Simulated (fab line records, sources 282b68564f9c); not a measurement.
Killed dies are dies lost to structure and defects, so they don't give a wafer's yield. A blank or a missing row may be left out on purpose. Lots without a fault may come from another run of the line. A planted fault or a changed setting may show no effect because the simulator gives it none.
Which tool did it? | flow rit_cmos | 14 lots, 42 wafers sampled, at 2 steps of a route of 202

WHAT THE GAUGES READ, wafer by wafer
RIT_M1_RS_MEAS_01: measures by four-point-probe. Usual: M1_AL_RS 0.0751 ohm/sq, standard deviation 0.0011.
lot  | measured    | on            | M1_AL_RS (ohm/sq)                         | flag
L604 | day 3 06:55 | film_metro-02 | 0.0753 0.0748 0.0750                      |
L605 | day 3 14:35 | film_metro-03 | 0.0765 0.0760 0.0765                      |
L606 | day 3 17:11 | film_metro-01 | 0.0762 0.0759 0.0754                      |
L608 | day 4 01:52 | film_metro-03 | 0.0758 0.0752 0.0767                      |
L610 | day 4 13:46 | film_metro-02 | 0.0752 0.0750 0.0743                      |
L613 | day 5 07:08 | film_metro-01 | 0.0749 0.0746 0.0735                      |
L614 | day 5 09:57 | film_metro-01 | 0.0749 0.0756 0.0763                      |
L615 | day 5 15:10 | film_metro-01 | 0.0732 0.0740 0.0746                      |
L616 | day 5 18:06 | film_metro-02 | 0.0773 0.0764 0.0757                      |
L619 | day 6 08:40 | film_metro-02 | 0.0761 0.0752 0.0762                      |
L621 | day 6 18:44 | film_metro-03 | 0.0745 0.0761 0.0743                      |
L623 | day 7 09:35 | film_metro-01 | 0.0365 0.0371 0.0370 0.0365 0.0371 0.0370 | OFF
L625 | day 7 23:05 | film_metro-03 | 0.0372 0.0368 0.0365 0.0372 0.0368 0.0365 | OFF
L627 | day 7 23:51 | film_metro-03 | 0.0758 0.0755 0.0761                      |

WHICH TOOL RAN EACH LOT (tool, then ch and the chambers of the sampled wafers, then the start)
lot  | RIT_M1_SPUTTER_00
L604 | pvd_sputter-01, day 3 06:38
L605 | pvd_sputter-02, day 3 14:18
L606 | pvd_sputter-03, day 3 16:51
L608 | pvd_sputter-03, day 4 01:32
L610 | pvd_sputter-03, day 4 13:26
L613 | pvd_sputter-02, day 5 06:51
L614 | pvd_sputter-03, day 5 09:40
L615 | pvd_sputter-02, day 5 14:51
L616 | pvd_sputter-03, day 5 17:47
L619 | pvd_sputter-02, day 6 08:21
L621 | pvd_sputter-02, day 6 18:27
L623 | pvd_sputter-02, day 7 08:50
L625 | pvd_sputter-02, day 7 22:20
L627 | pvd_sputter-02, day 7 23:32
- RIT_M1_SPUTTER_00: material Al, target thk 400 nm, time 500 s.

WHAT THE TOOLS THEMSELVES READ (means of the sampled wafers that have a number; where no wafer has one, the mark that the record gives instead)
RIT_M1_SPUTTER_00. Usual: cathode_dc_power_W 2000.0 W, standard deviation 0.35; throttle_valve_pct 30.4 %, standard deviation 1.
lot  | tool           | cathode_dc_power_W (W) | throttle_valve_pct (%) | flag
L604 | pvd_sputter-01 | 1999.8                 | 29.7                   |
L605 | pvd_sputter-02 | 2000.0                 | 29.4                   |
L606 | pvd_sputter-03 | 2000.1                 | 31.3                   |
L608 | pvd_sputter-03 | 2000.1                 | 31.5                   |
L610 | pvd_sputter-03 | 1999.9                 | 29.6                   |
L613 | pvd_sputter-02 | 1999.6                 | 30.4                   |
L614 | pvd_sputter-03 | 2000.0                 | 31.3                   |
L615 | pvd_sputter-02 | 1999.8                 | 30.3                   |
L616 | pvd_sputter-03 | 2000.4                 | 31.3                   |
L619 | pvd_sputter-02 | 2000.1                 | 30.2                   |
L621 | pvd_sputter-02 | 1999.9                 | 30.2                   |
L623 | pvd_sputter-02 | 2000.2                 | 30.8                   |
L625 | pvd_sputter-02 | 2000.0                 | 30.8                   |
L627 | pvd_sputter-02 | 2000.2                 | 29.6                   |

THE ANSWER, worked out from the rows above alone
Rule: a lot is off if the mean of its wafers that have a number lies more than 3 standard deviations from the usual mean. A lot without any number at a reading at which 4 lots or more have one is off too. The other lots that the step has rows for count as sound. The gauges are gone through in route order, then the tools' own readings, and for those a lot's mean is taken as printed above. The first step at which some lot is off is used, and at that step the reading that is off furthest; a lot without a number counts as furthest.
Off: L623, L625, at RIT_M1_RS_MEAS_01 (M1_AL_RS).
A tool fits if, at a process step before that reading, it ran every lot that is off, and no sound lot after the first of them. The gauges at RIT_M1_RS_MEAS_01 are tried like those tools. None of those tried fits.

WHAT THE SIMULATOR HAD PUT IN
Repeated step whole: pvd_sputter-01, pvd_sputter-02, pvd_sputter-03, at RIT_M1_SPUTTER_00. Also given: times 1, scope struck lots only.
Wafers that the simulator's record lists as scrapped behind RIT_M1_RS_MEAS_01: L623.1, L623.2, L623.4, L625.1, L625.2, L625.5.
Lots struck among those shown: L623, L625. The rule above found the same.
